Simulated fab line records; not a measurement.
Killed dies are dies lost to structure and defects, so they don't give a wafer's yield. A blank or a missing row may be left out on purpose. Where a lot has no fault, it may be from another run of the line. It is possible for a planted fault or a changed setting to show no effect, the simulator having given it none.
Split-lot trial + flow berkeley-cmos170 + 23 wafers read from 5 lots, route of 331 steps

## ABOUT THE SPLIT
At UCB170_M2_SPUTTER_01 (material Al, target thk 900 nm, time 120 s), the setting power-w was moved away from the recipe's 6000 W on 8 of the 23 wafers read, by -10.9% to +10.1%. For the rest of the wafers, this setting stayed at what the recipe calls for.

## FROM THE SPLIT TO THE READING: what the file shows between them, 1 step
- UCB170_M2_RS_MEAS_02: measures by four-point-probe

## THE READING
M2_AL_THK, in nm, at UCB170_M2_THK_MEAS_03 (measures by xrf). A value of 909 nm with a standard deviation of 9.8 nm is what fault-free wafers of this fab line usually give.

| wafer  | tool, chamber at the split | power-w as run, W | against the recipe | M2_AL_THK, nm | against lot-mates on the recipe |
|--------|----------------------------|-------------------|--------------------|---------------|---------------------------------|
| L075.3 | pvd-sputter-04, -          | 6000              | recipe             | 903           | -                               |
| L075.4 | pvd-sputter-04, -          | 6000              | recipe             | 919           | -                               |
| L075.6 | pvd-sputter-04, -          | 6000              | recipe             | 910           | -                               |
| L078.1 | pvd-sputter-04, -          | 6000              | recipe             | 910           | -                               |
| L078.2 | pvd-sputter-04, -          | 6000              | recipe             | 900           | -                               |
| L078.3 | pvd-sputter-04, -          | 5625              | -6.2%              | 857           | -48                             |
| L078.4 | pvd-sputter-04, -          | 5625              | -6.2%              | 861           | -44                             |
| L078.6 | pvd-sputter-04, -          | 5625              | -6.2%              | 845           | -60                             |
| L080.1 | pvd-sputter-02, -          | 5347              | -10.9%             | 794           | -104                            |
| L080.2 | pvd-sputter-02, -          | 5347              | -10.9%             | 787           | -111                            |
| L080.4 | pvd-sputter-02, -          | 6000              | recipe             | 896           | -                               |
| L080.5 | pvd-sputter-02, -          | 6000              | recipe             | 897           | -                               |
| L080.6 | pvd-sputter-02, -          | 6000              | recipe             | 901           | -                               |
| L076.2 | pvd-sputter-03, -          | 6000              | recipe             | 923           | -                               |
| L076.3 | pvd-sputter-03, -          | 6000              | recipe             | 912           | -                               |
| L076.4 | pvd-sputter-03, -          | 6000              | recipe             | 905           | -                               |
| L076.5 | pvd-sputter-03, -          | 6000              | recipe             | 901           | -                               |
| L076.6 | pvd-sputter-03, -          | 6000              | recipe             | 924           | -                               |
| L083.1 | pvd-sputter-02, -          | 6608              | +10.1%             | 984           | +80                             |
| L083.2 | pvd-sputter-02, -          | 6608              | +10.1%             | 985           | +81                             |
| L083.4 | pvd-sputter-02, -          | 6000              | recipe             | 908           | -                               |
| L083.5 | pvd-sputter-02, -          | 6608              | +10.1%             | 994           | +90                             |
| L083.6 | pvd-sputter-02, -          | 6000              | recipe             | 900           | -                               |

FIT RESULTS
A straight line over all 23 wafers: M2_AL_THK changes by +8.99 nm for each +1% of power-w; r = +0.98; the points scatter about the line by 10 nm.
The same after taking each lot's own level away (the mean of its wafers on the recipe; 23 wafers): +8.79 nm for each +1%; r = +0.99; scatter 7.8 nm.
The reading moves by 96 nm for the largest change in power-w, on that fit.
Across the lots, their own levels run from 898.0 to 913.0 nm, a range of 1.5 times the standard deviation given above.
Consequently the slope shifts little with the lot-to-lot level, the two slopes agreeing.
Check: with one of the wafers moved furthest among these (-10.9%) left out of the fit, the line predicts -95 nm for it against its lot-mates. It came out at -104 nm against them.

## FURTHER SPLITS ON THESE WAFERS
Before the reading, these wafers also passed through other splits. Each is held against what the fit with the lots' levels taken away leaves over:
| other split on the same wafers    | wafers away from the commonest value | r with M2_AL_THK (lot level and that fit taken away) |
|-----------------------------------|--------------------------------------|------------------------------------------------------|
| UCB170_NLDD_COAT_01 resist-thk-nm | 7                                    | +0.11                                                |
| UCB170_SPACER_CVD_00 time-s       | 5                                    | +0.07                                                |
| UCB170_PSD_PEB_04 peb-temp-c      | 7                                    | +0.27                                                |
| UCB170_NSD_COAT_01 resist-thk-nm  | 5                                    | -0.05                                                |
| UCB170_BACKSIDE_STRIP_03 power-w  | 6                                    | -0.02                                                |
| UCB170_CONTACT_ETCH_18 time-s     | 10                                   | -0.33                                                |
| UCB170_M1_SPUTTER_00 time-s       | 7                                    | -0.03                                                |

## THE WHOLE CHAIN: every reading that the file lists as answering this split, in the file's order
| step                  | what it does                               | reading                                                                     | change (the file's fit)               | r (the file's) |
|-----------------------|--------------------------------------------|-----------------------------------------------------------------------------|---------------------------------------|----------------|
| UCB170_M2_SPUTTER_01  | material Al, target thk 900 nm, time 120 s | Al_of_M2_SPUTTER_01.thk-nm (the simulator's own value, which no gauge read) | +9.1 nm for each +1% of the setting   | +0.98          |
| UCB170_M2_RS_MEAS_02  | measures by four-point-probe               | M2_AL_RS                                                                    | -0.000345 for each +1% of the setting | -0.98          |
| UCB170_M2_THK_MEAS_03 | measures by xrf                            | M2_AL_THK                                                                   | +8.99 for each +1% of the setting     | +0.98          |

## FILE'S OWN FIT
M2_AL_THK changes by +8.99 nm for each +1% of power-w, r = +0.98.
